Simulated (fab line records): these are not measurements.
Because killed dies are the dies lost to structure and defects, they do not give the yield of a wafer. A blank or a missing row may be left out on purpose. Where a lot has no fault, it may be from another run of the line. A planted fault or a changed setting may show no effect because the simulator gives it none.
Matching of chambers || flow ritCmos || rieDiel-03 running RIT_SPACER_ETCHBACK_05: 4 sister chambers
The step etches Si3N4 in SF6/CHF3, stops on SiO2, target depth 250 nm, time 240 s. 8 wafers are shown with their chamber, then 7 later ones without.

WAFERS, EACH WITH ITS CHAMBER
{"wafer": "L331.1", "chamber": 3, "drypumpMotorCurrentA (A)": 5.4, "throttleValvePct (%)": 10.12}
{"wafer": "L334.5", "chamber": 0, "drypumpMotorCurrentA (A)": 5.9, "throttleValvePct (%)": 10.16}
{"wafer": "L336.2", "chamber": 2, "drypumpMotorCurrentA (A)": 5.3, "throttleValvePct (%)": 10.30}
{"wafer": "L340.1", "chamber": 1, "drypumpMotorCurrentA (A)": 5.4, "throttleValvePct (%)": 10.05}
{"wafer": "L340.3", "chamber": 0, "drypumpMotorCurrentA (A)": 5.9, "throttleValvePct (%)": 10.18}
{"wafer": "L340.6", "chamber": 1, "drypumpMotorCurrentA (A)": 5.3, "throttleValvePct (%)": 10.06}
{"wafer": "L343.3", "chamber": 2, "drypumpMotorCurrentA (A)": 5.3, "throttleValvePct (%)": 10.29}
{"wafer": "L343.4", "chamber": 3, "drypumpMotorCurrentA (A)": 5.4, "throttleValvePct (%)": 10.08}

WAFERS WITH NO CHAMBER GIVEN
{"wafer": "L343.6", "drypumpMotorCurrentA (A)": 5.9, "throttleValvePct (%)": 10.17}
{"wafer": "L351.1", "drypumpMotorCurrentA (A)": 5.4, "throttleValvePct (%)": 10.06}
{"wafer": "L351.2", "drypumpMotorCurrentA (A)": 5.3, "throttleValvePct (%)": 10.28}
{"wafer": "L351.5", "drypumpMotorCurrentA (A)": 5.3, "throttleValvePct (%)": 10.30}
{"wafer": "L353.1", "drypumpMotorCurrentA (A)": 5.9, "throttleValvePct (%)": 10.16}
{"wafer": "L353.2", "drypumpMotorCurrentA (A)": 5.4, "throttleValvePct (%)": 10.09}
{"wafer": "L353.4", "drypumpMotorCurrentA (A)": 5.4, "throttleValvePct (%)": 10.06}

WHICH CHAMBER EACH WENT THROUGH
{"wafer": "L343.6", "from the rows above": 0, "in truth": 0}
{"wafer": "L351.1", "from the rows above": "can't be placed: 1 or 3", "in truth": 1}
{"wafer": "L351.2", "from the rows above": 2, "in truth": 2}
{"wafer": "L351.5", "from the rows above": 2, "in truth": 2}
{"wafer": "L353.1", "from the rows above": 0, "in truth": 0}
{"wafer": "L353.2", "from the rows above": "can't be placed: 3 or 1", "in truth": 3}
{"wafer": "L353.4", "from the rows above": "can't be placed: 1 or 3", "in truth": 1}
Placed correctly: 4 of 7. Unplaceable from these rows: 3, with the true chamber sitting among the candidates in 3. Placed wrongly: 0.
How it was worked out, from the rows above alone: a wafer's distance from a chamber is the root of the sum, over the readings, of the square of ((its reading less the chamber's mean) divided by the reading's scatter). If the next closest chamber is less than 2 further off than the closest, the wafer can't be placed; otherwise it belongs to the closest. Each chamber's mean is taken over the wafers shown for it. The scatter: take each reading less its chamber's mean, square it, sum over the shown wafers, divide by the number of wafers less the number of chambers, and take the root.
